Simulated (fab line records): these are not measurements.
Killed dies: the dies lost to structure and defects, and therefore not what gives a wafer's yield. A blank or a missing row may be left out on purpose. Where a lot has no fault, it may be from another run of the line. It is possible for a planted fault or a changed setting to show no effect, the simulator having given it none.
fab line records	flow berkeleyCmos170
[record] lots = 24	wafers = 72	lastDay = 12
route steps=331 shown ZERO@12 NSD@197 CONTACT@218 M2@278 M3@324
lots with no fault: from the same line, run without faults
startH: hours from the record's opening day to when the first of the lot's shown wafers began	waitH: hours from the lot's prior step to this one	" the same as in the row above	L1.1+2: one row covering several wafers at once	- either no value or no given start	* or withheld: withheld	< > ~ a bound
route shown NAME@n: names a module that has steps shown in the file, with the first one's number in the route	usual: mean and standard deviation over wafers with no fault	same: alike in all rows	chamber/n: place in a boat	sites: each site's reading	_std_site: standard deviation across them	_edge_site: mean of outer sites minus mean of inner sites	radiusMm: how far each site lies from the wafer's centre	mask NAME#n: copy n	behind: the tool/chamber that last shaped the wafer	hold: why the lot went on hold/how many hours it stayed there/how the hold came to an end	device: which transistor (n, p or np) failed to switch	end of line: tests run on the same wafers once the route is complete	a step without rows: its recipe alone	killed: the dies lost at the first sort to structure and to defects; this is not the yield of the wafer	map: shows each die of a wafer: x if killed, . if not, _ if none is there
set.NAME: the setting as run; set.NAME@STEP: as run at that earlier step	model.NAME: the simulator's own value behind a step, which no gauge read
one table for each step of the route and one row for each wafer, over a sample of lots
services: a tool's chamber out of use, with start hour (startH, from the record's first day; less than 0 if before it), hours out, and reason
[[steps]]
[step UCB170_ZERO_ETCH_06]
[recipe] chemistry = CHF3/CF4/Ar	target = SiO2	timeS = 12	pressureMtorr = 100	rfW = 500	CHF3_flow_sccm = 50	cf4FlowSccm = 10	Ar_flow_sccm = 120	overEtchFrac = 1.58
[usual] drypumpMotorCurrentA = 5.8/0.36	oesProductAu = 0.619/0.0071	throttleValvePct = 9.23/0.16
lot.wafer	tool	chamber	startH	waitH	drypumpMotorCurrentA	oesProductAu	rfHoursCounterH	throttleValvePct
L074.1	rieDiel-01	1	17.24	-	4.9	0.629	116	9.27
L074.2	"	3	"	"	5.9	0.618	89	9.21
L074.3	"	2	"	"	5.9	0.630	174	9.44
L075.2	rieDiel-03	0	25.23	-	5.8	0.612	12	9.08
L075.4	"	3	"	"	5.7	0.621	121	9.47
L075.6	"	3	"	"	5.7	0.620	-	9.48
L076.1	rieDiel-01	3	35.18	-	5.9	0.629	90	9.22
L076.3	"	0	"	"	5.9	0.613	8	9.39
L076.4	"	3	"	"	5.9	0.616	-	9.22
L077.3	rieDiel-03	3	35.42	-	5.8	0.623	121	9.48
L077.4	"	2	"	"	5.9	0.614	3	9.10
L077.6	"	2	"	"	5.9	0.621	-	9.11
L078.1	rieDiel-03	1	39.89	-	6.2	0.619	141	9.23
L078.3	"	3	"	"	5.7	0.628	122	9.50
L078.4	"	2	"	"	5.9	0.619	4	9.10
L079.1	rieDiel-01	3	42.90	-	6.0	0.622	90	9.23
L079.4	"	1	"	"	4.9	0.620	-	9.27
L079.5	"	3	"	"	6.0	0.627	-	9.23
L080.4	rieDiel-01	3	45.80	-	5.9	0.625	-	9.24
L080.5	"	1	"	"	4.9	0.622	-	9.26
L080.6	"	0	"	"	5.9	0.610	-	9.38
L081.1	rieDiel-04	3	54.57	-	6.0	0.631	132	9.20
L081.4	"	0	"	"	6.1	0.623	159	9.01
L081.5	"	0	"	"	6.1	0.621	-	9.00
L082.1	rieDiel-03	3	59.76	-	5.7	0.621	123	9.48
L082.2	"	2	"	"	5.9	0.617	5	9.11
L082.3	"	1	"	"	6.2	0.631	142	9.23
L083.4	rieDiel-01	1	61.17	-	4.9	0.631	117	9.23
L083.5	"	0	"	"	5.9	0.610	-	9.36
L083.6	"	3	"	"	5.9	0.621	-	9.23
L084.1	rieDiel-04	0	69.88	-	6.1	0.626	159	8.98
L084.4	"	3	"	"	6.0	0.632	132	9.21
L084.5	"	1	"	"	5.3	0.612	-	8.99
L085.2	rieDiel-03	2	74.69	-	5.9	0.622	5	9.09
L085.5	"	0	"	"	5.8	0.618	-	9.08
L085.6	"	2	"	"	5.9	0.620	-	9.12
L086.2	rieDiel-04	2	76.93	-	5.8	0.610	120	9.38
L086.3	"	3	"	"	6.0	0.625	133	9.22
L086.4	"	1	"	"	5.2	0.620	23	8.97
L087.2	rieDiel-01	3	81.80	-	5.9	0.625	92	9.21
L087.4	"	1	"	"	4.9	0.617	118	9.25
L087.6	"	1	"	"	4.9	0.628	-	9.27
L088.1	rieDiel-04	2	88.05	-	5.9	0.604	120	9.39
L088.2	"	1	"	"	5.2	0.617	23	8.96
L088.6	"	0	"	"	6.1	0.618	-	8.99
L089.1	rieDiel-01	3	96.45	-	5.9	0.623	93	9.24
L089.2	"	1	"	"	4.9	0.626	119	9.27
L089.5	"	0	"	"	5.9	0.607	-	9.38
L090.1	rieDiel-01	1	98.56	-	4.9	0.617	119	9.23
L090.2	"	2	"	"	5.8	0.606	2	9.44
L090.3	"	3	"	"	5.9	0.623	93	9.22
L091.1	rieDiel-04	2	102.91	-	5.9	0.614	122	9.40
L091.3	"	0	"	"	6.1	0.629	161	9.01
L091.4	"	3	"	"	5.9	0.625	134	9.21
L092.1	rieDiel-03	0	106.60	-	5.8	0.618	16	9.09
L092.3	"	2	"	"	5.9	0.615	7	9.11
L092.6	"	3	"	"	5.8	0.620	-	9.49
L093.1	rieDiel-03	1	112.05	-	6.2	0.620	145	9.24
L093.4	"	3	"	"	5.8	0.615	126	9.48
L093.6	"	1	"	"	6.2	0.619	-	9.24
L094.3	rieDiel-04	1	119.61	-	5.2	0.614	26	8.97
L094.5	"	3	"	"	5.9	0.628	-	9.20
L094.6	"	2	"	"	5.8	0.604	-	9.39
L095.1	rieDiel-03	1	123.54	-	6.2	0.611	146	9.25
L095.4	"	3	"	"	5.8	0.618	126	9.49
L095.6	"	1	"	"	6.2	0.620	-	9.24
L096.2	rieDiel-04	1	129.72	-	5.2	0.618	26	8.97
L096.3	"	0	"	"	6.1	0.623	163	9.00
L096.4	"	0	"	"	6.1	0.623	-	9.00
L097.4	rieDiel-03	2	134.64	-	5.9	0.611	8	9.08
L097.5	"	3	"	"	5.8	0.619	-	9.50
L097.6	"	0	"	"	5.7	0.629	-	9.09
[step UCB170_ZERO_STRIP_07]
[recipe] chemistry = O2	powerW = 400	pressureMtorr = 3500	platenTempC = withheld	o2FlowSccm = 400	overashFraction = 0.5
[usual] drypumpMotorCurrentA = 5.2/0.33	oesProductAu = 0.727/0.0047	stripTimeToEndpointS = 21.50/0.067
lot.wafer	tool	chamber	startH	waitH	drypumpMotorCurrentA	oesProductAu	rfHoursCounterH	stripTimeToEndpointS
L074.1	plasmaAsher-04	1	17.27	0.0	5.5	0.730	23	21.34
L074.2	"	0	"	"	4.7	0.728	23	21.45
L074.3	"	0	"	"	4.7	0.722	-	21.42
L075.2	plasmaAsher-04	0	25.25	0.0	4.7	0.725	24	21.57
L075.4	"	1	"	"	5.5	0.725	-	21.54
L075.6	"	0	"	"	4.7	0.724	-	21.58
L076.1	plasmaAsher-03	1	35.20	0.0	5.3	0.726	31	21.64
L076.3	"	1	"	"	5.3	0.733	-	21.59
L076.4	"	0	"	"	5.4	0.725	-	21.65
L077.3	plasmaAsher-02	0	35.48	0.0	5.0	0.720	-	21.42
L077.4	"	1	"	"	5.6	0.729	-	21.36
L077.6	"	0	"	"	5.0	0.732	-	21.41
L078.1	plasmaAsher-04	0	39.91	0.0	4.7	0.721	25	21.60
L078.3	"	0	"	"	4.7	0.735	-	21.48
L078.4	"	1	"	"	5.5	0.723	-	21.59
L079.1	plasmaAsher-03	1	42.93	0.0	5.2	0.727	32	21.49
L079.4	"	1	"	"	5.3	0.726	-	21.39
L079.5	"	1	"	"	5.3	0.732	-	21.47
L080.4	plasmaAsher-04	0	45.85	0.0	4.7	0.735	-	21.52
L080.5	"	0	"	"	4.7	0.715	-	21.50
L080.6	"	1	"	"	5.5	0.730	-	21.55
L081.1	plasmaAsher-04	0	54.59	0.0	4.7	0.719	28	21.49
L081.4	"	1	"	"	5.5	0.722	-	21.45
L081.5	"	0	"	"	4.7	0.721	-	21.52
L082.1	plasmaAsher-02	1	59.78	0.0	5.6	0.723	36	21.50
L082.2	"	0	"	"	5.0	0.728	36	21.69
L082.3	"	1	"	"	5.6	0.723	-	21.57
L083.4	plasmaAsher-02	1	61.23	0.0	5.6	0.732	-	21.47
L083.5	"	1	"	"	5.6	0.731	-	21.51
L083.6	"	0	"	"	5.0	0.724	-	21.51
L084.1	plasmaAsher-04	0	69.90	0.0	4.7	0.725	29	21.54
L084.4	"	0	"	"	4.7	0.727	-	21.53
L084.5	"	1	"	"	5.5	0.726	-	21.59
L085.2	plasmaAsher-04	1	74.72	0.0	5.5	0.728	30	21.48
L085.5	"	0	"	"	4.7	0.728	-	21.45
L085.6	"	1	"	"	5.5	0.723	-	21.45
L086.2	plasmaAsher-03	1	76.96	0.0	5.3	0.728	36	21.38
L086.3	"	0	"	"	5.4	0.724	-	21.41
L086.4	"	1	"	"	5.3	0.727	-	21.41
L087.2	plasmaAsher-03	0	81.82	0.0	5.4	0.726	36	21.55
L087.4	"	0	"	"	5.4	0.735	-	21.63
L087.6	"	0	"	"	5.4	0.733	-	21.59
L088.1	plasmaAsher-02	0	88.07	0.0	5.1	0.726	40	21.52
L088.2	"	1	"	"	5.6	0.729	40	21.58
L088.6	"	0	"	"	5.0	0.727	-	21.54
L089.1	plasmaAsher-04	1	96.47	0.0	5.5	0.733	32	21.45
L089.2	"	0	"	"	4.7	0.726	32	21.44
L089.5	"	0	"	"	4.7	0.733	-	21.40
L090.1	plasmaAsher-04	0	98.58	0.0	4.7	0.733	33	21.48
L090.2	"	1	"	"	5.5	0.728	33	21.51
L090.3	"	1	"	"	5.5	0.732	-	21.52
L091.1	plasmaAsher-04	0	102.93	0.0	4.7	0.726	33	21.48
L091.3	"	1	"	"	5.5	0.730	-	21.52
L091.4	"	0	"	"	4.7	0.730	-	21.45
L092.1	plasmaAsher-03	0	106.62	0.0	5.4	0.730	40	21.47
L092.3	"	0	"	"	5.4	0.718	-	21.54
L092.6	"	1	"	"	5.3	0.721	-	21.54
L093.1	plasmaAsher-02	0	112.07	0.0	5.0	0.729	43	21.43
L093.4	"	1	"	"	5.6	0.732	-	21.56
L093.6	"	1	"	"	5.6	0.735	-	21.47
L094.3	plasmaAsher-04	0	119.67	0.0	4.7	0.726	-	21.52
L094.5	"	0	"	"	4.7	0.717	-	21.48
L094.6	"	1	"	"	5.5	0.730	-	21.55
L095.1	plasmaAsher-03	0	123.57	0.0	5.4	0.724	42	21.50
L095.4	"	1	"	"	5.3	0.731	-	21.51
L095.6	"	0	"	"	5.4	0.733	-	21.49
L096.2	plasmaAsher-04	0	129.74	0.0	4.7	0.729	37	21.58
L096.3	"	0	"	"	4.7	0.737	-	21.62
L096.4	"	1	"	"	5.5	0.728	-	21.52
L097.4	plasmaAsher-02	1	134.70	0.0	5.6	0.728	-	21.39
L097.5	"	1	"	"	5.6	0.726	-	21.43
L097.6	"	0	"	"	5.0	0.728	-	21.40
[step UCB170_NSD_TW_MEAS_10]
[usual] NSD_TW = 4217/25
lot.wafer	tool	chamber	startH	waitH	NSD_TW
L074.1	filmMetro-03	-	136.04	0.1	4216
L074.2	"	-	"	"	4228
L074.3	"	-	"	"	4198
L075.2	filmMetro-03	-	140.91	0.1	4211
L075.4	"	-	"	"	4203
L075.6	"	-	"	"	4198
L076.1	filmMetro-01	-	141.14	0.1	4205
L076.3	"	-	"	"	4219
L076.4	"	-	"	"	4192
L077.3	filmMetro-03	-	141.28	0.1	4204
L077.4	"	-	"	"	4189
L077.6	"	-	"	"	4194
L080.4	filmMetro-02	-	163.84	0.1	4213
L080.5	"	-	"	"	4227
L080.6	"	-	"	"	4232
L078.1	filmMetro-03	-	163.96	0.1	4196
L078.3	"	-	"	"	4233
L078.4	"	-	"	"	4221
L081.1	filmMetro-02	-	170.02	0.1	4204
L081.4	"	-	"	"	4235
L081.5	"	-	"	"	4222
L079.1	filmMetro-02	-	170.29	0.1	4238
L079.4	"	-	"	"	4202
L079.5	"	-	"	"	4225
L082.1	filmMetro-03	-	177.52	0.1	4194
L082.2	"	-	"	"	4184
L082.3	"	-	"	"	4196
L083.4	filmMetro-01	-	177.79	0.1	4192
L083.5	"	-	"	"	4175
L083.6	"	-	"	"	4217
L086.2	filmMetro-02	-	192.53	0.1	4239
L086.3	"	-	"	"	4243
L086.4	"	-	"	"	4233
L084.1	filmMetro-03	-	193.36	0.1	4228
L084.4	"	-	"	"	4198
L084.5	"	-	"	"	4181
L085.2	filmMetro-01	-	193.82	0.1	4200
L085.5	"	-	"	"	4231
L085.6	"	-	"	"	4230
L087.2	filmMetro-01	-	200.18	0.1	4205
L087.4	"	-	"	"	4196
L087.6	"	-	"	"	4197
L088.1	filmMetro-01	-	215.29	0.1	4202
L088.2	"	-	"	"	4210
L088.6	"	-	"	"	4193
L089.1	filmMetro-02	-	215.53	0.1	4231
L089.2	"	-	"	"	4237
L089.5	"	-	"	"	4242
L090.1	filmMetro-03	-	215.88	0.1	4197
L090.2	"	-	"	"	4221
L090.3	"	-	"	"	4229
L092.1	filmMetro-01	-	221.46	0.1	4224
L092.3	"	-	"	"	4221
L092.6	"	-	"	"	4228
L091.1	filmMetro-02	-	221.82	0.1	4275
L091.3	"	-	"	"	4267
L091.4	"	-	"	"	4266
L093.1	filmMetro-03	-	234.03	0.1	4201
L093.4	"	-	"	"	4170
L093.6	"	-	"	"	4166
L094.3	filmMetro-02	-	234.32	0.1	4272
L094.5	"	-	"	"	4287
L094.6	"	-	"	"	4261
L096.2	filmMetro-02	-	243.73	0.1	4220
L096.3	"	-	"	"	4209
L096.4	"	-	"	"	4235
L095.1	filmMetro-03	-	244.18	0.1	4253
L095.4	"	-	"	"	4233
L095.6	"	-	"	"	4268
L097.4	filmMetro-02	-	254.11	0.1	4256
L097.5	"	-	"	"	4205
L097.6	"	-	"	"	4215
[step UCB170_CONTACT_THK_MEAS_02]
[recipe] reads = PSG_of_CONTACT_CVD_01
[usual] CONTACT_PSG_THK = 701/6
lot.wafer	tool	chamber	startH	waitH	CONTACT_PSG_THK[nm]
L074.1	filmMetro-02	-	139.93	0.0	705
L074.2	"	-	"	"	703
L074.3	"	-	"	"	706
L075.2	filmMetro-04	-	144.92	0.0	691
L075.4	"	-	"	"	691
L075.6	"	-	"	"	690
L076.1	filmMetro-03	-	145.06	0.0	696
L076.3	"	-	"	"	699
L076.4	"	-	"	"	696
L077.3	filmMetro-02	-	146.72	0.0	698
L077.4	"	-	"	"	699
L077.6	"	-	"	"	701
L080.4	filmMetro-04	-	167.99	0.0	700
L080.5	"	-	"	"	701
L080.6	"	-	"	"	706
L078.1	filmMetro-02	-	168.22	0.0	699
L078.3	"	-	"	"	702
L078.4	"	-	"	"	700
L079.1	filmMetro-04	-	176.34	0.0	704
L079.4	"	-	"	"	702
L079.5	"	-	"	"	702
L081.1	filmMetro-02	-	176.34	0.0	694
L081.4	"	-	"	"	697
L081.5	"	-	"	"	699
L082.1	filmMetro-04	-	181.69	0.0	701
L082.2	"	-	"	"	705
L082.3	"	-	"	"	710
L083.4	filmMetro-02	-	183.50	0.0	708
L083.5	"	-	"	"	707
L083.6	"	-	"	"	705
L086.2	filmMetro-02	-	197.04	0.0	691
L086.3	"	-	"	"	688
L086.4	"	-	"	"	692
L084.1	filmMetro-04	-	198.81	0.0	707
L084.4	"	-	"	"	708
L084.5	"	-	"	"	708
L085.2	filmMetro-02	-	198.82	0.0	696
L085.5	"	-	"	"	701
L085.6	"	-	"	"	700
L087.2	filmMetro-03	-	207.95	0.0	707
L087.4	"	-	"	"	704
L087.6	"	-	"	"	707
L088.1	filmMetro-04	-	219.23	0.0	699
L088.2	"	-	"	"	695
L088.6	"	-	"	"	699
L089.1	filmMetro-04	-	220.78	0.0	705
L089.2	"	-	"	"	701
L089.5	"	-	"	"	700
L090.1	filmMetro-02	-	222.94	0.0	701
L090.2	"	-	"	"	704
L090.3	"	-	"	"	702
L091.1	filmMetro-02	-	227.24	0.0	694
L091.3	"	-	"	"	698
L091.4	"	-	"	"	691
L092.1	filmMetro-04	-	227.24	0.0	696
L092.3	"	-	"	"	701
L092.6	"	-	"	"	703
L093.1	filmMetro-03	-	238.93	0.0	706
L093.4	"	-	"	"	712
L093.6	"	-	"	"	704
L094.3	filmMetro-02	-	238.95	0.0	693
L094.5	"	-	"	"	695
L094.6	"	-	"	"	696
L096.2	filmMetro-02	-	247.85	0.0	709
L096.3	"	-	"	"	715
L096.4	"	-	"	"	713
L095.1	filmMetro-04	-	248.16	0.0	704
L095.4	"	-	"	"	706
L095.6	"	-	"	"	699
L097.4	filmMetro-02	-	260.40	0.0	703
L097.5	"	-	"	"	710
L097.6	"	-	"	"	703
[step UCB170_M2_STRIP_07]
[recipe] chemistry = O2	powerW = 400	pressureMtorr = 3500	platenTempC = withheld	o2FlowSccm = 400	overashFraction = 0.5
[usual] drypumpMotorCurrentA = 5.2/0.32	oesProductAu = 0.734/0.0045	stripTimeToEndpointS = 21.98/0.056
lot.wafer	tool	chamber	startH	waitH	drypumpMotorCurrentA	oesProductAu	rfHoursCounterH	stripTimeToEndpointS
L074.1	plasmaAsher-02	1	152.13	0.1	5.6	0.731	47	22.05
L074.2	"	0	"	"	5.0	0.736	47	22.04
L074.3	"	0	"	"	5.0	0.733	-	22.00
L075.2	plasmaAsher-02	1	158.05	0.1	5.6	0.731	47	21.87
L075.4	"	0	"	"	5.0	0.732	-	21.93
L075.6	"	1	"	"	5.6	0.724	-	21.92
L076.1	plasmaAsher-03	0	158.17	0.1	5.4	0.729	46	21.99
L076.3	"	1	"	"	5.3	0.733	-	21.97
L076.4	"	0	"	"	5.4	0.730	-	21.96
L077.3	plasmaAsher-04	0	158.65	0.1	4.7	0.734	-	21.93
L077.4	"	1	"	"	5.5	0.740	-	21.95
L077.6	"	0	"	"	4.7	0.739	-	21.89
L078.1	plasmaAsher-04	0	182.18	0.1	4.7	0.742	42	21.97
L078.3	"	1	"	"	5.5	0.737	-	21.95
L078.4	"	0	"	"	4.7	0.734	-	21.95
L080.4	plasmaAsher-04	0	182.60	0.1	4.7	0.724	-	21.98
L080.5	"	1	"	"	5.5	0.734	-	22.03
L080.6	"	0	"	"	4.7	0.736	-	22.02
L079.1	plasmaAsher-03	1	190.44	0.1	5.3	0.734	49	22.00
L079.4	"	0	"	"	5.4	0.727	-	21.98
L079.5	"	1	"	"	5.3	0.741	-	22.03
L081.1	plasmaAsher-04	0	190.49	0.1	4.7	0.732	43	22.00
L081.4	"	0	"	"	4.7	0.735	-	22.00
L081.5	"	0	"	"	4.7	0.729	-	22.09
L082.1	plasmaAsher-03	0	194.55	0.1	5.4	0.738	49	22.06
L082.2	"	1	"	"	5.3	0.738	49	22.03
L082.3	"	0	"	"	5.4	0.739	-	22.03
L083.4	plasmaAsher-04	1	194.60	0.1	5.5	0.736	-	21.92
L083.5	"	1	"	"	5.5	0.734	-	21.95
L083.6	"	0	"	"	4.7	0.728	-	21.94
L086.2	plasmaAsher-03	0	211.36	0.1	5.4	0.735	50	21.90
L086.3	"	1	"	"	5.3	0.742	-	21.85
L086.4	"	0	"	"	5.4	0.730	-	21.90
L085.2	plasmaAsher-02	1	211.60	0.1	5.6	0.736	53	21.97
L085.5	"	0	"	"	5.0	0.737	-	21.95
L085.6	"	1	"	"	5.6	0.732	-	22.01
L084.1	plasmaAsher-03	1	211.72	0.1	5.2	0.733	50	22.00
L084.4	"	0	"	"	5.4	0.739	-	21.99
L084.5	"	0	"	"	5.4	0.733	-	22.03
L087.2	plasmaAsher-02	1	222.07	0.1	5.6	0.731	55	21.94
L087.4	"	0	"	"	5.0	0.729	-	21.94
L087.6	"	0	"	"	5.0	0.728	-	21.95
L088.1	plasmaAsher-04	1	230.24	0.1	5.5	0.734	48	21.97
L088.2	"	0	"	"	4.7	0.731	48	21.93
L088.6	"	1	"	"	5.5	0.730	-	21.98
L089.1	plasmaAsher-02	1	230.69	0.1	5.6	0.739	56	21.91
L089.2	"	0	"	"	5.0	0.737	56	21.97
L089.5	"	1	"	"	5.6	0.731	-	21.95
L090.1	plasmaAsher-04	1	236.58	0.1	5.5	0.721	48	21.94
L090.2	"	0	"	"	4.7	0.723	48	22.00
L090.3	"	0	"	"	4.7	0.740	-	21.96
L092.1	plasmaAsher-02	0	241.22	0.1	5.0	0.731	57	21.97
L092.3	"	0	"	"	5.0	0.736	-	21.99
L092.6	"	0	"	"	5.0	0.736	-	21.97
L091.1	plasmaAsher-03	0	241.47	0.1	5.4	0.738	54	21.96
L091.3	"	1	"	"	5.3	0.731	-	21.90
L091.4	"	0	"	"	5.4	0.740	-	21.91
L094.3	plasmaAsher-02	1	252.29	0.1	5.6	0.741	-	22.03
L094.5	"	0	"	"	5.0	0.737	-	22.06
L094.6	"	1	"	"	5.6	0.733	-	22.04
L093.1	plasmaAsher-04	1	252.70	0.1	5.5	0.732	50	21.99
L093.4	"	0	"	"	4.7	0.731	-	22.07
L093.6	"	1	"	"	5.5	0.733	-	22.05
L096.2	plasmaAsher-02	1	260.55	0.1	5.6	0.737	59	21.95
L096.3	"	0	"	"	5.1	0.729	-	22.01
L096.4	"	1	"	"	5.6	0.746	-	22.00
L095.1	plasmaAsher-04	1	260.87	0.1	5.5	0.733	51	22.03
L095.4	"	0	"	"	4.7	0.741	-	22.01
L095.6	"	0	"	"	4.7	0.729	-	22.02
L097.4	plasmaAsher-02	1	273.62	0.1	5.6	0.734	-	21.98
L097.5	"	0	"	"	5.0	0.735	-	22.01
L097.6	"	1	"	"	5.6	0.738	-	21.99
[step UCB170_M3_CD_MEAS_15]
[recipe] targetCdNm = 700
[usual] cdNm = 699.9/1.3
lot.wafer	tool	chamber	startH	waitH	cdNm
L074.1	cdSem-02	-	158.54	-	699.8
L074.2	"	-	"	"	698.7
L074.3	"	-	"	"	698.0
L075.2	cdSem-02	-	165.73	-	702.2
L075.4	"	-	"	"	701.1
L075.6	"	-	"	"	699.6
L076.1	cdSem-02	-	166.26	-	700.2
L076.3	"	-	"	"	698.3
L076.4	"	-	"	"	698.8
L077.3	cdSem-01	-	166.63	-	701.3
L077.4	"	-	"	"	701.2
L077.6	"	-	"	"	701.5
L078.1	cdSem-02	-	189.13	-	701.2
L078.3	"	-	"	"	701.6
L078.4	"	-	"	"	701.6
L080.4	cdSem-02	-	189.43	-	700.5
L080.5	"	-	"	"	699.0
L080.6	"	-	"	"	701.3
L079.1	cdSem-01	-	198.31	-	699.3
L079.4	"	-	"	"	698.9
L079.5	"	-	"	"	698.2
L081.1	cdSem-01	-	198.97	-	699.5
L081.4	"	-	"	"	699.3
L081.5	"	-	"	"	699.6
L082.1	cdSem-02	-	202.54	-	699.4
L082.2	"	-	"	"	699.4
L082.3	"	-	"	"	699.2
L083.4	cdSem-01	-	202.71	-	700.2
L083.5	"	-	"	"	700.0
L083.6	"	-	"	"	700.3
L086.2	cdSem-01	-	218.78	-	699.7
L086.3	"	-	"	"	698.6
L086.4	"	-	"	"	699.0
L085.2	cdSem-02	-	219.33	-	701.3
L085.5	"	-	"	"	700.2
L085.6	"	-	"	"	700.5
L084.1	cdSem-02	-	219.58	-	700.4
L084.4	"	-	"	"	702.0
L084.5	"	-	"	"	701.0
L087.2	cdSem-01	-	228.86	-	702.4
L087.4	"	-	"	"	701.0
L087.6	"	-	"	"	702.1
L088.1	cdSem-01	-	237.71	-	700.0
L088.2	"	-	"	"	700.2
L088.6	"	-	"	"	701.0
L089.1	cdSem-01	-	237.99	-	699.7
L089.2	"	-	"	"	698.1
L089.5	"	-	"	"	699.8
L090.1	cdSem-01	-	243.50	-	699.6
L090.2	"	-	"	"	700.0
L090.3	"	-	"	"	699.3
L092.1	cdSem-02	-	247.92	-	700.8
L092.3	"	-	"	"	698.5
L092.6	"	-	"	"	699.0
L091.1	cdSem-02	-	248.13	-	700.1
L091.3	"	-	"	"	700.6
L091.4	"	-	"	"	701.4
L094.3	cdSem-02	-	260.46	-	701.9
L094.5	"	-	"	"	700.5
L094.6	"	-	"	"	701.2
L093.1	cdSem-02	-	260.70	-	698.9
L093.4	"	-	"	"	699.5
L093.6	"	-	"	"	697.6
L096.2	cdSem-02	-	267.65	-	696.7
L096.3	"	-	"	"	699.0
L096.4	"	-	"	"	698.4
L095.1	cdSem-02	-	267.96	-	698.9
L095.4	"	-	"	"	698.1
L095.6	"	-	"	"	697.1
L097.4	cdSem-01	-	280.38	-	698.1
L097.5	"	-	"	"	698.6
L097.6	"	-	"	"	699.2
[[services]]
tool	chamber	startH	hours	kind
rieDiel-03	3	0.88	6.3	repair
rieDiel-04	3	12.60	9.0	repair
rieDiel-01	2	31.47	-	clean
rieDiel-01	2	31.47	16.3	scheduledDown
rieDiel-01	2	31.47	16.3	ventCycle
plasmaAsher-02	-	48.55	0.6	repair
rieDiel-03	3	52.33	2.5	repair
rieDiel-01	-	66.31	0.3	repair
rieDiel-01	-	94.06	0.4	repair
rieDiel-04	-	110.62	2.1	repair
plasmaAsher-02	-	118.50	8.3	repair
rieDiel-04	2	126.21	6.0	repair
rieDiel-04	-	140.20	0.2	repair
rieDiel-04	0	155.21	22.6	repair
rieDiel-03	3	163.79	2.7	repair
rieDiel-04	2	193.88	7.4	repair
rieDiel-03	1	194.97	-	clean
rieDiel-03	1	194.97	15.1	scheduledDown
rieDiel-03	1	194.97	15.1	ventCycle
plasmaAsher-03	-	199.18	10.5	repair
plasmaAsher-04	-	231.83	1.4	repair
plasmaAsher-03	-	244.97	2.8	pm
plasmaAsher-03	-	262.28	1.5	repair
rieDiel-04	2	273.43	3.4	repair
[[key]]
fault none
